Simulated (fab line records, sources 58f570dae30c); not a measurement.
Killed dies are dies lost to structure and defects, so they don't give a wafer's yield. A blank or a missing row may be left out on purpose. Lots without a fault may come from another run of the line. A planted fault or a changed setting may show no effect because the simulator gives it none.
Chamber matching | flow berkeley_cmos170 | UCB170_NWELL_WET_ETCH_18 on wet_bench-02: 4 sister chambers
The step etches Si3N4 in H3PO4, time 14400 s. 18 wafers are shown with their chamber, then 9 later ones without.

WAFERS WITH THEIR CHAMBER
wafer  | chamber | temp_c (C)
L571.1 | 2       | 160.08
L571.2 | 2       | 160.18
L571.5 | 2       | 160.01
L572.1 | 3       | 159.98
L572.4 | 3       | 159.98
L572.6 | 3       | 160.00
L574.1 | 0       | 160.26
L574.3 | 0       | 160.47
L574.5 | 0       | 160.33
L578.1 | 1       | 159.93
L578.3 | 1       | 160.07
L578.4 | 1       | 160.23
L579.1 | 2       | 159.86
L579.3 | 2       | 159.82
L579.4 | 2       | 159.97
L580.4 | 0       | 159.84
L580.5 | 0       | 159.97
L580.6 | 0       | 159.81

SIGNATURES (means of the wafers above)
reading | chamber 0 | chamber 1 | chamber 2 | chamber 3 | scatter within a chamber
temp_c  | 160.1133  | 160.0767  | 159.9867  | 159.9867  | 0.193
Rule: a wafer's distance from a chamber is the root of the sum, over the readings, of the square of ((its reading less the chamber's mean) divided by the reading's scatter). The wafer belongs to the nearest chamber; if the next one is less than 2 further off, it can't be placed. The scatter: the root of (the sum of the squares of (reading less its chamber's mean) over the shown wafers, divided by (wafers less chambers)).

WAFERS WITHOUT THEIR CHAMBER
wafer  | temp_c (C)
L587.3 | 159.93
L587.4 | 159.87
L587.6 | 160.04
L588.1 | 160.15
L588.5 | 160.16
L588.6 | 160.13
L590.2 | 159.90
L590.3 | 159.94
L590.4 | 160.06

WHICH CHAMBER EACH WENT THROUGH
wafer  | from the rows above               | in truth
L587.3 | can't be placed: 3 or 2 or 1 or 0 | 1
L587.4 | can't be placed: 3 or 2 or 1 or 0 | 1
L587.6 | can't be placed: 1 or 2 or 3 or 0 | 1
L588.1 | can't be placed: 0 or 1 or 2 or 3 | 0
L588.5 | can't be placed: 0 or 1 or 2 or 3 | 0
L588.6 | can't be placed: 0 or 1 or 2 or 3 | 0
L590.2 | can't be placed: 3 or 2 or 1 or 0 | 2
L590.3 | can't be placed: 3 or 2 or 1 or 0 | 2
L590.4 | can't be placed: 1 or 0 or 2 or 3 | 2
Placed correctly: 0 of 9. Can't be placed from these rows: 9 (the true chamber is among the candidates in 9). Placed wrongly: 0.
